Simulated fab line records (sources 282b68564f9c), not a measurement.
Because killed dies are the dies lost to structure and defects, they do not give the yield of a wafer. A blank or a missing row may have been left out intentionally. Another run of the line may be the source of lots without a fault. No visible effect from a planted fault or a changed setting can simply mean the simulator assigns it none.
Split-lot experiment + flow rit cmos + route with 202 steps; 5 lots, 23 wafers read

== ON THE SPLIT ==
At RIT_NSD_SOFTBAKE_02 (time 60 s), the setting temp c was moved away from the recipe's 90 C on 8 of the 23 wafers read, by -3.1% to +1.8%. The other wafers ran this setting at the recipe's value.

== FROM THE SPLIT TO THE READING: what the file shows between them, 2 steps ==
- RIT_NSD_EXPOSE_03: exposes mask M9, target cd 40700 nm
- RIT_NSD_PEB_04

== THE READING ==
NOVOLAK_of_NSD_COAT_01.thk nm (the simulator's own value, which no gauge read), in nm, at RIT_NSD_DEVELOP_05 (develop time 50 s). No usual value for it is given in the file. Across the 15 wafers here that went through the recipe, the average is 1000.6 nm and the standard deviation 3.2 nm.

| wafer  | tool, chamber at the split | temp c as run, C | against the recipe | NOVOLAK_of_NSD_COAT_01.thk nm, nm | against lot-mates on the recipe |
|--------|----------------------------|------------------|--------------------|-----------------------------------|---------------------------------|
| L078.2 | litho track-02, 0          | 90               | recipe             | 995.8                             | -                               |
| L078.3 | litho track-02, 0          | 90               | recipe             | 995.9                             | -                               |
| L078.4 | litho track-02, 0          | 87.62            | -2.6%              | 1002                              | +4.9                            |
| L078.5 | litho track-02, 0          | 90               | recipe             | 999.5                             | -                               |
| L078.6 | litho track-02, 0          | 87.62            | -2.6%              | 1003                              | +5.9                            |
| L080.1 | litho track-03, 0          | 90               | recipe             | 997.6                             | -                               |
| L080.4 | litho track-03, 0          | 90               | recipe             | 996                               | -                               |
| L080.5 | litho track-03, 0          | 90               | recipe             | 999.2                             | -                               |
| L081.1 | litho track-02, 0          | 87.25            | -3.1%              | 1009                              | +6.7                            |
| L081.5 | litho track-02, 0          | 87.25            | -3.1%              | 1009                              | +6.7                            |
| L081.2 | litho track-02, 0          | 90               | recipe             | 1002                              | -                               |
| L081.4 | litho track-02, 0          | 90               | recipe             | 1002                              | -                               |
| L081.3 | litho track-02, 0          | 90               | recipe             | 1003                              | -                               |
| L082.1 | litho track-03, 0          | 90               | recipe             | 1002                              | -                               |
| L082.2 | litho track-03, 0          | 90               | recipe             | 1001                              | -                               |
| L082.4 | litho track-03, 0          | 90               | recipe             | 999.6                             | -                               |
| L082.5 | litho track-03, 0          | 91.61            | +1.8%              | 997.7                             | -3.2                            |
| L082.6 | litho track-03, 0          | 91.61            | +1.8%              | 994.6                             | -6.3                            |
| L085.1 | litho track-02, 0          | 90               | recipe             | 1007                              | -                               |
| L085.2 | litho track-02, 0          | 90               | recipe             | 1005                              | -                               |
| L085.4 | litho track-02, 0          | 90               | recipe             | 1003                              | -                               |
| L085.5 | litho track-02, 0          | 91.66            | +1.8%              | 1003                              | -2.0                            |
| L085.6 | litho track-02, 0          | 91.66            | +1.8%              | 1001                              | -4.0                            |

FIT RESULTS
A straight line over all 23 wafers: NOVOLAK_of_NSD_COAT_01.thk nm changes by -1.54 nm for each +1% of temp c; r = -0.56; the points scatter about the line by 3.4 nm.
The same after taking each lot's own level away (the mean of its wafers on the recipe; 23 wafers): -2.12 nm for each +1%; r = -0.92; scatter 1.3 nm.
On that fit, the largest move of temp c shifts the reading by 6.5 nm.
Measured against the standard deviation above, the lots' own levels, which go from 997.07 to 1005.00 nm, span 2.4 times it.
So the lot-to-lot level blurs the effect unless lot-mates are compared.
Check: +6.44 nm against its lot-mates is what the line predicts for one of the wafers moved furthest among these (-3.1%) when that wafer is left out of the fit. It came out at +6.67 nm against them.

== FURTHER SPLITS ON THESE WAFERS ==
Before the reading, these wafers also passed through other splits. Each is held against what the fit with the lots' levels taken away leaves over:
| other split on the same wafers     | wafers away from the commonest value | r with NOVOLAK_of_NSD_COAT_01.thk nm (lot level and that fit taken away) |
|------------------------------------|--------------------------------------|--------------------------------------------------------------------------|
| RIT_GATE_DEVELOP_15 develop time s | 6                                    | -0.13                                                                    |
| RIT_REOX_OXIDATION_03 ox time s    | 18                                   | -0.01                                                                    |
| RIT_NLDD_SOFTBAKE_02 temp c        | 9                                    | -0.22                                                                    |
| RIT_PLDD_COAT_01 resist thk nm     | 5                                    | +0.30                                                                    |
| RIT_PLDD_IMPLANT_08 dose cm2       | 8                                    | +0.07                                                                    |

== FILE'S OWN FIT ==
NOVOLAK_of_NSD_COAT_01.thk nm changes by -2.11 nm for each +1% of temp c, r = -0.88.
